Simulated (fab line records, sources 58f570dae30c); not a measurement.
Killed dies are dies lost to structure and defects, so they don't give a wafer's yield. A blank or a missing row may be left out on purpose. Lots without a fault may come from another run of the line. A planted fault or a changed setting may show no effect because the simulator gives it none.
Which tool did it? | flow berkeley_cmos170 | 14 lots, 42 wafers sampled, at 3 steps of a route of 331

WHAT THE GAUGES READ, wafer by wafer
UCB170_ACTIVE_THK_MEAS_06. Usual: ACTIVE_NITRIDE_THK 220.0 nm, standard deviation 1.9.
lot  | measured    | on            | ACTIVE_NITRIDE_THK (nm) | flag
L786 | day 4 11:02 | film_metro-03 | 224.8 222.5 222.4       |
L787 | day 5 04:42 | film_metro-02 | 217.1 218.9 216.6       |
L788 | day 5 04:42 | film_metro-03 | 222.4 222.9 220.8       |
L789 | day 5 10:05 | film_metro-04 | 218.9 219.2 219.6       |
L790 | day 5 17:04 | film_metro-04 | 216.8 216.8 217.7       |
L792 | day 6 01:20 | film_metro-04 | 220.3 218.5 217.5       |
L793 | day 6 01:22 | film_metro-03 | 217.8 219.9 219.6       |
L794 | day 6 12:29 | film_metro-02 | 218.1 219.9 219.2       |
L795 | day 6 22:11 | film_metro-03 | 222.8 221.7 220.3       |
L799 | day 7 11:02 | film_metro-03 | 216.1 219.0 218.0       |
L798 | day 7 11:04 | film_metro-04 | 220.0 218.5 218.4       |
L800 | day 8 13:22 | film_metro-02 | 221.6 221.7 219.1       |
L802 | day 8 13:23 | film_metro-03 | 218.7 217.7 217.5       |
L807 | day 9 11:13 | film_metro-02 | 219.6 219.7 220.8       |

UCB170_PFIELD_OVL_MEAS_06. Usual: PFIELD_OVL -2 nm, standard deviation 3.9.
lot  | measured    | on         | PFIELD_OVL (nm) | flag
L786 | day 4 13:55 | overlay-01 | -7 -4 -7        |
L787 | day 5 08:29 | overlay-01 | -6 -4 0         |
L788 | day 5 09:03 | overlay-02 | -1 -7 -7        |
L789 | day 5 13:17 | overlay-01 | 4 1 1           |
L790 | day 5 20:36 | overlay-02 | -5 1 -1         |
L792 | day 6 05:40 | overlay-01 | -2 -8 0         |
L793 | day 6 05:25 | overlay-01 | 3 -6 -4         |
L794 | day 6 16:42 | overlay-02 | -3 -9 -4        |
L795 | day 7 02:22 | overlay-02 | -4 1 -4         |
L799 | day 7 14:22 | overlay-02 | 86 84 86        | OFF
L798 | day 7 14:40 | overlay-01 | 84 89 84        | OFF
L800 | day 8 16:34 | overlay-01 | 0 -7 -1         |
L802 | day 8 16:41 | overlay-01 | 4 2 8           |
L807 | day 9 16:40 | overlay-01 | -1 -2 2         |

WHICH TOOL RAN EACH LOT (tool, then ch and the chambers of the sampled wafers, then the start)
lot  | UCB170_PFIELD_EXPOSE_03
L786 | krf_scanner-01 ch 0, day 4 13:31
L787 | krf_scanner-02 ch 0, day 5 07:17
L788 | krf_scanner-02 ch 0, day 5 07:52
L789 | krf_scanner-01 ch 0, day 5 12:34
L790 | krf_scanner-01 ch 0, day 5 20:02
L792 | krf_scanner-02 ch 0, day 6 05:11
L793 | krf_scanner-01 ch 0, day 6 04:59
L794 | krf_scanner-01 ch 0, day 6 16:07
L795 | krf_scanner-02 ch 0, day 7 01:59
L799 | krf_scanner-02 ch 0, day 7 13:59
L798 | krf_scanner-02 ch 0, day 7 14:10
L800 | krf_scanner-01 ch 0, day 8 16:10
L802 | krf_scanner-01 ch 0, day 8 16:20
L807 | krf_scanner-01 ch 0, day 9 15:22
- UCB170_PFIELD_EXPOSE_03: exposes mask PFIELD, target cd 1500 nm.

WHAT THE TOOLS THEMSELVES READ (means of the sampled wafers that have a number; where no wafer has one, the mark that the record gives instead)
UCB170_PFIELD_EXPOSE_03. Usual: stage_vel_mm_s 499.94 mm/s, standard deviation 0.26.
lot  | tool           | stage_vel_mm_s (mm/s) | flag
L786 | krf_scanner-01 | 499.72                |
L787 | krf_scanner-02 | 500.06                |
L788 | krf_scanner-02 | 499.91                |
L789 | krf_scanner-01 | 500.04                |
L790 | krf_scanner-01 | 499.68                |
L792 | krf_scanner-02 | 500.18                |
L793 | krf_scanner-01 | 500.01                |
L794 | krf_scanner-01 | 500.25                |
L795 | krf_scanner-02 | 499.86                |
L799 | krf_scanner-02 | 500.01                |
L798 | krf_scanner-02 | 500.33                |
L800 | krf_scanner-01 | 500.00                |
L802 | krf_scanner-01 | 499.72                |
L807 | krf_scanner-01 | 499.98                |

THE ANSWER, worked out from the rows above alone
Rule: a lot is off if the mean of its wafers that have a number lies more than 3 standard deviations from the usual mean. A lot without any number at a reading at which 4 lots or more have one is off too. The other lots that the step has rows for count as sound. The gauges are gone through in route order, then the tools' own readings, and for those a lot's mean is taken as printed above. The first step at which some lot is off is used, and at that step the reading that is off furthest; a lot without a number counts as furthest.
Off: L799, L798, at UCB170_PFIELD_OVL_MEAS_06 (PFIELD_OVL).
A tool fits if, at a process step before that reading, it ran every lot that is off, and no sound lot after the first of them. The gauges at UCB170_PFIELD_OVL_MEAS_06 are tried like those tools. One fits: krf_scanner-02 at UCB170_PFIELD_EXPOSE_03. Its last sound lot is L795 (day 7 01:59), its first lot that is off L799 (day 7 13:59): a fault that began between those two fits.

WHAT THE SIMULATOR HAD PUT IN
Scanner matching overlay: krf_scanner-02, from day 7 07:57 on, at UCB170_PFIELD_EXPOSE_03. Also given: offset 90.
Lots struck among those shown: L799, L798. The rule above found the same.
